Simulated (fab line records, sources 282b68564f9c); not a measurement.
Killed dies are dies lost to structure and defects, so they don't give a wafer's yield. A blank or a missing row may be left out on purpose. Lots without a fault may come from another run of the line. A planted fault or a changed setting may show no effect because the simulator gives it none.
Which tool did it? | flow rit_cmos | 7 lots, 21 wafers sampled, at 3 steps of a route of 202

WHAT THE GAUGES READ, wafer by wafer
RIT_SDANNEAL_RS_MEAS_04: measures by four-point-probe.
lot  | measured    | on            | PSD_RS (ohm/sq)
L569 | day 3 13:48 | film_metro-02 | 115.79 115.68 115.89
L571 | day 4 02:04 | film_metro-01 | 115.37 115.62 115.39
L574 | day 4 12:23 | film_metro-02 | 115.54 115.61 115.57
L579 | day 5 13:34 | film_metro-04 | 116.49 115.85 115.54
L584 | day 6 14:13 | film_metro-02 | 72.17 72.44 72.61 72.40 72.58 72.34
L587 | day 7 04:07 | film_metro-02 | 115.73 115.42 115.64
L591 | day 8 01:52 | film_metro-01 | 115.40 115.15 115.22

WHICH TOOL RAN EACH LOT (tool, then ch and the chambers of the sampled wafers, then the start)
lot  | RIT_GATE_STRIP_20                   | RIT_SDANNEAL_RTA_03
L569 | plasma_asher-03 ch 0,1, day 2 22:10 | rtp_anneal-02 ch 0, day 3 13:44
L571 | plasma_asher-03 ch 0,1, day 3 12:27 | rtp_anneal-02 ch 0, day 4 02:01
L574 | plasma_asher-01 ch 0,1, day 4 00:13 | rtp_anneal-01 ch 0, day 4 12:19
L579 | plasma_asher-01 ch 1, day 4 23:59   | rtp_anneal-02 ch 0, day 5 13:31
L584 | plasma_asher-03 ch 0,1, day 6 00:38 | rtp_anneal-01 ch 0, day 6 14:09
L587 | plasma_asher-03 ch 0,1, day 6 15:33 | rtp_anneal-02 ch 0, day 7 04:00
L591 | plasma_asher-01 ch 0,1, day 7 12:41 | rtp_anneal-02 ch 0, day 8 01:49
- RIT_GATE_STRIP_20: strips in O2, time 180 s.
- RIT_SDANNEAL_RTA_03: time 5 s.

THE ANSWER, worked out from the rows above alone
Rule: what is usual is taken from the lots themselves. Put in order of their means at a reading, lots are off if they are a third of the lots or fewer, leave a main group of 4 or more, and stand apart from it by a gap of 3 or more times the standard deviation of the main group's means; of several such gaps the widest counts. A main group whose means are all the same, to the digits that the tables above print for the reading, isn't used. A lot without any number at a reading at which 4 lots or more have one is off too. The other lots that the step has rows for count as sound.
Off: L584, at RIT_SDANNEAL_RS_MEAS_04 (PSD_RS). The main group: mean 115.61 ohm/sq, standard deviation 0.22.
A tool fits if, at a process step before that reading, it ran every lot that is off, and no sound lot after the first of them. The gauges at RIT_SDANNEAL_RS_MEAS_04 are tried like those tools. One fits: rtp_anneal-01 at RIT_SDANNEAL_RTA_03. Its last sound lot is L574 (day 4 12:19), its first lot that is off L584 (day 6 14:09): a fault that began between those two fits.

WHAT THE SIMULATOR HAD PUT IN
Process parameter drift: rtp_anneal-01, from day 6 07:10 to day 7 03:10, at RIT_SDANNEAL_RTA_03. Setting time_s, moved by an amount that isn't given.
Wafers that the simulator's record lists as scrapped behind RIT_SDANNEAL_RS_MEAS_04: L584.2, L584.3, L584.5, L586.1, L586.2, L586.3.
Lots struck among those shown: L584. The rule above found the same.
